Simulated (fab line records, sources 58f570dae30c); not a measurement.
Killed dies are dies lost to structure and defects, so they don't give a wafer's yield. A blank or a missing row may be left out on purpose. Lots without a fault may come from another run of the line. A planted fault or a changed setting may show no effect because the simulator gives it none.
Which tool did it? | flow berkeley_cmos170 | 11 lots, 33 wafers sampled, at 3 steps of a route of 331

WHAT THE GAUGES READ, wafer by wafer
UCB170_V2_THK_MEAS_01. Usual: V2_TEOS_THK 2003 nm, standard deviation 21.
lot  | measured     | on            | V2_TEOS_THK (nm) | flag
L211 | day 8 19:23  | film_metro-01 | 2015 1997 2026   |
L212 | day 8 22:03  | film_metro-01 | 2002 1997 2023   |
L213 | day 9 01:34  | film_metro-04 | 1979 1988 2010   |
L214 | day 9 04:37  | film_metro-04 | 1985 1983 2027   |
L224 | day 11 14:11 | film_metro-01 | 1948 1902 1943   | OFF
L226 | day 12 09:39 | film_metro-04 | 1930 1949 1931   | OFF
L230 | day 13 00:45 | film_metro-03 | 2005 2002 2007   |
L228 | day 13 06:38 | film_metro-01 | 1994 1988 2026   |
L229 | day 13 07:07 | film_metro-03 | 2003 1991 2017   |
L232 | day 13 07:49 | film_metro-01 | 1972 1971 1988   |
L234 | day 13 16:16 | film_metro-03 | 1997 1979 2034   |

UCB170_V2_THK_MEAS_04. Usual: V2_POLISHED_THK 1000.0 nm, standard deviation 1.1.
lot  | measured     | on            | V2_POLISHED_THK (nm) | flag
L211 | day 8 19:52  | film_metro-03 | 1001.0 1003.4 1001.9 |
L212 | day 8 22:32  | film_metro-04 | 998.9 997.8 999.0    |
L213 | day 9 02:03  | film_metro-04 | 1001.7 1000.1 998.9  |
L214 | day 9 05:05  | film_metro-03 | 1000.6 1001.5 1000.7 |
L224 | day 11 14:40 | film_metro-03 | 935.2 934.9 935.2    | OFF
L226 | day 12 10:08 | film_metro-03 | 934.8 936.2 938.0    | OFF
L230 | day 13 01:14 | film_metro-01 | 999.9 1000.1 1000.5  |
L228 | day 13 07:07 | film_metro-04 | 1000.4 999.3 998.1   |
L229 | day 13 07:36 | film_metro-04 | 999.2 1001.0 1001.1  |
L232 | day 13 08:18 | film_metro-04 | 1000.2 999.7 1000.5  |
L234 | day 13 16:45 | film_metro-04 | 999.9 999.3 998.4    |

WHICH TOOL RAN EACH LOT (tool, then ch and the chambers of the sampled wafers, then the start)
lot  | UCB170_V2_CVD_00
L211 | pecvd-04 ch 0,1,2, day 8 19:14
L212 | pecvd-04 ch 0,1,2, day 8 21:53
L213 | pecvd-01 ch 0,2, day 9 01:23
L214 | pecvd-02 ch 0,2, day 9 04:28
L224 | pecvd-04 ch 0,1,2, day 11 14:02
L226 | pecvd-04 ch 0,1,2, day 12 09:30
L230 | pecvd-01 ch 0,1,2, day 13 00:36
L228 | pecvd-02 ch 0,2, day 13 06:28
L229 | pecvd-01 ch 0,1,2, day 13 06:58
L232 | pecvd-02 ch 1,2, day 13 07:40
L234 | pecvd-02 ch 0,1, day 13 16:06
- UCB170_V2_CVD_00: deposits SiO2 from TEOS/O2, target thk 2000 nm, time 250 s.

WHAT THE TOOLS THEMSELVES READ (means of the sampled wafers that have a number; where no wafer has one, the mark that the record gives instead)
UCB170_V2_CVD_00. Usual: heater_power_w 236 W, standard deviation 60.
lot  | tool     | heater_power_w (W) | flag
L211 | pecvd-04 | 253                |
L212 | pecvd-04 | 270                |
L213 | pecvd-01 | 241                |
L214 | pecvd-02 | 236                |
L224 | pecvd-04 | 265                |
L226 | pecvd-04 | 277                |
L230 | pecvd-01 | 207                |
L228 | pecvd-02 | 233                |
L229 | pecvd-01 | 228                |
L232 | pecvd-02 | 276                |
L234 | pecvd-02 | 267                |

THE ANSWER, worked out from the rows above alone
Rule: a lot is off if the mean of its wafers that have a number lies more than 3 standard deviations from the usual mean. A lot without any number at a reading at which 4 lots or more have one is off too. The other lots that the step has rows for count as sound. The gauges are gone through in route order, then the tools' own readings, and for those a lot's mean is taken as printed above. The first step at which some lot is off is used, and at that step the reading that is off furthest; a lot without a number counts as furthest.
Off: L224, L226, at UCB170_V2_THK_MEAS_01 (V2_TEOS_THK).
A tool fits if, at a process step before that reading, it ran every lot that is off, and no sound lot after the first of them. The gauges at UCB170_V2_THK_MEAS_01 aren't tried: what is off there is off at UCB170_V2_THK_MEAS_04 too, on other tools, and a gauge's error can't cause that. One fits: pecvd-04 at UCB170_V2_CVD_00. Its last sound lot is L212 (day 8 21:53), its first lot that is off L224 (day 11 14:02): a fault that began between those two fits.

WHAT THE SIMULATOR HAD PUT IN
Site profile drift: pecvd-04, from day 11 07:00 on, at UCB170_V2_CVD_00. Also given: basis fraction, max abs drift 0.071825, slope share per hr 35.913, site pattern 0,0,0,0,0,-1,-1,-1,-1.
Lots struck among those shown: L224, L226. The rule above found the same.
